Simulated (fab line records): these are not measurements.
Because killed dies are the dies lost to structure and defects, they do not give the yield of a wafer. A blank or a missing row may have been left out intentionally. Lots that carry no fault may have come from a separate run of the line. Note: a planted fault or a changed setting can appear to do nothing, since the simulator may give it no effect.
Split-lot trial | flow berkeley-cmos170 | on a route of 331 steps: 5 lots, 23 wafers read

THE SPLIT ITSELF
At UCB170_NLDD_COAT_01 (resist thk 900 nm), the setting resist-thk-nm was moved away from the recipe's 900 nm on 10 of the 23 wafers read, by -4.2% to +5.1%. The other wafers ran this setting at the recipe's value.

The reading comes from the split's own step.

THE READING
KrF_of_NLDD_COAT_01.thk-nm (the simulator's own value, which no gauge read), in nm, at UCB170_NLDD_COAT_01 (resist thk 900 nm). No usual value for it is given in the file. The 13 wafers here that ran the recipe average 896.0 nm, standard deviation 2.1 nm.

wafer  | tool, chamber at the split | resist-thk-nm as run, nm | against the recipe | KrF_of_NLDD_COAT_01.thk-nm, nm | against lot-mates on the recipe
L074.1 | litho-track-01, 0          | 900                      | recipe             | 898.3                          | -
L074.2 | litho-track-01, 0          | 862.4                    | -4.2%              | 861.4                          | -36.4
L074.3 | litho-track-01, 0          | 862.4                    | -4.2%              | 860.5                          | -37.3
L074.5 | litho-track-01, 0          | 862.4                    | -4.2%              | 861.8                          | -36.0
L074.6 | litho-track-01, 0          | 900                      | recipe             | 897.3                          | -
L077.1 | litho-track-02, 0          | 900                      | recipe             | 898.2                          | -
L077.2 | litho-track-02, 0          | 865.7                    | -3.8%              | 863.4                          | -34.4
L077.3 | litho-track-02, 0          | 865.7                    | -3.8%              | 863.1                          | -34.7
L077.5 | litho-track-02, 0          | 900                      | recipe             | 899.2                          | -
L077.6 | litho-track-02, 0          | 900                      | recipe             | 896                            | -
L078.2 | litho-track-01, 0          | 900                      | recipe             | 899.1                          | -
L078.3 | litho-track-01, 0          | 900                      | recipe             | 892.9                          | -
L078.4 | litho-track-01, 0          | 946.2                    | +5.1%              | 941.9                          | +46.6
L078.5 | litho-track-01, 0          | 900                      | recipe             | 893.9                          | -
L078.6 | litho-track-01, 0          | 946.2                    | +5.1%              | 944.5                          | +49.2
L082.2 | litho-track-01, 0          | 900                      | recipe             | 893.7                          | -
L082.4 | litho-track-01, 0          | 900                      | recipe             | 893.6                          | -
L082.5 | litho-track-01, 0          | 900                      | recipe             | 894.2                          | -
L085.1 | litho-track-02, 0          | 900                      | recipe             | 895.7                          | -
L085.2 | litho-track-02, 0          | 929.6                    | +3.3%              | 925.3                          | +29.4
L085.3 | litho-track-02, 0          | 900                      | recipe             | 896                            | -
L085.4 | litho-track-02, 0          | 929.6                    | +3.3%              | 924.7                          | +28.9
L085.6 | litho-track-02, 0          | 929.6                    | +3.3%              | 926.2                          | +30.4

THE FIT
A straight line over all 23 wafers: KrF_of_NLDD_COAT_01.thk-nm changes by +8.77 nm for each +1% of resist-thk-nm; r = +1.00; the points scatter about the line by 2 nm.
The same after taking each lot's own level away (the mean of its wafers on the recipe; 23 wafers): +9.04 nm for each +1%; r = +1.00; scatter 1.4 nm.
On that fit, the largest move of resist-thk-nm shifts the reading by 46 nm.
From 893.83 to 897.80 nm: that is the span of the lots' own levels, equal to 1.8 times the standard deviation above.
Consequently the slope shifts little with the lot-to-lot level, the two slopes agreeing.
Check: for one of the wafers moved furthest among these (+5.1%), held out of the fit, the line's prediction against its lot-mates is +46.6 nm. Against them it came out at +46.6 nm.

THE WHOLE CHAIN: every reading that the file lists as answering this split, in the file's order
step                 | what it does      | reading                                                                     | change (the file's fit)              | r (the file's)
UCB170_NLDD_COAT_01  | resist thk 900 nm | KrF_of_NLDD_COAT_01.thk-nm (the simulator's own value, which no gauge read) | +9.07 nm for each +1% of the setting | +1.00
UCB170_NLDD_STRIP_10 | strips in O2      | strip-time-to-endpoint-s                                                    | withheld for each +1% of the setting | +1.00

THE FILE'S OWN FIT
KrF_of_NLDD_COAT_01.thk-nm changes by +9.07 nm for each +1% of resist-thk-nm, r = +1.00.
